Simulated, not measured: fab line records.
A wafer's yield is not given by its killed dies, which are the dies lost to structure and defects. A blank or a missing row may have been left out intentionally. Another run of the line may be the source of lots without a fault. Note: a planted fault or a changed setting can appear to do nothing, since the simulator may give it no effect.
Code-filled problem report in 8D (eight disciplines) form || flow rit-cmos || the parts of the form that need people (team, actions taken, sign-off) are left out

== 1. THE ISSUE ==
On 3 wafers of 1 lot, killed-at-front-end at RIT_M1_PROBE_99 has a mean of 42; fault-free wafers read 7, standard deviation 3.2. Relative to the usual mean, that is a shift of +11 standard deviations.
The first sign was on wafer L864.1 at day 6 09:03, on prober-02. The record holds 9 wafers of 3 lots with a number at this step. Rule for "out", or "out of limits": more than 4 standard deviations from the usual mean. The rest of the wafers with a number are treated as sound.

== 2. WHAT IT IS, WHAT IT ISN'T ==
{"question": "which readings at this step", "is": "killed-at-front-end, killed-dies, killed-on-rim", "is not": "killed-at-contacts, killed-open, killed-short"}
{"question": "which lots", "is": "L864", "is not": "L867, L871"}
{"question": "which wafers of those lots", "is": "all that have a number", "is not": "-"}
{"question": "read on which tools", "is": "prober-02", "is not": "prober-01"}
{"question": "when", "is": "from day 6 09:03", "is not": "up to then (0 sound wafers); but 6 sound wafers of L867, L871 came after"}

== 3. THE SUSPECTS, EACH WITH WHAT RULES IT OUT ==
Counting: a tool at a process step up to the reading stays a suspect if it ran every lot that is out and no sound lot after the first of them.
- wet-bench-03 at RIT_SILICIDE_WET_ETCH_00 (etches SiO2 in BOE, target depth 14 nm, time 15 s): ruled out as a lasting fault. After its first lot that is out, L864 (day 6 01:43), sound lots L867 ran on it.
- prober-02 at RIT_M1_PROBE_99: kept. It ran the lot that is out, L864 (day 6 09:03), and no sound lot after that. Its own readings are out on those wafers: killed-at-front-end, killed-dies, killed-on-rim.
The count leaves prober-02 at RIT_M1_PROBE_99.

== 4. THE CAUSE (what the simulator had put in) ==
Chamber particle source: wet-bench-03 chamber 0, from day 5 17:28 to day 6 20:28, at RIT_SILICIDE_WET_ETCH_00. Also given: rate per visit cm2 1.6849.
Counting ruled it out, wrongly: the rule takes a fault to strike every lot that its tool runs from its start on, and this one did not.

== 5. THE EFFECT CHAIN, in route order ==
Each row: a reading where the mean over the struck wafers with a number is more than 3 standard deviations away from the usual. Only readings whose record carries a usual standard deviation are examined. hours: median over the lots of the time between each lot's start at the first step of this table that gives one and its start at this step. sigmas: the change, counted in usual standard deviations.
{"hours": 0, "step": "RIT_M1_PROBE_99", "reading": "killed-at-front-end", "usual": 7, "on struck wafers": 42, "change": "+35", "sigmas": "+11"}
{"hours": 0, "step": "RIT_M1_PROBE_99", "reading": "killed-dies", "usual": 8, "on struck wafers": 42, "change": "+34", "sigmas": "+11"}
{"hours": 0, "step": "RIT_M1_PROBE_99", "reading": "killed-on-rim", "usual": 1.9, "on struck wafers": 10.3, "change": "+8.4", "sigmas": "+6.0"}
It contains these process steps:
- RIT_M1_PROBE_99

== 6. WHAT WOULD HAVE CAUGHT IT SOONER ==
The fault began at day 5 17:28; the first out-of-limits reading in this record came at day 6 09:03, 16 hours later.
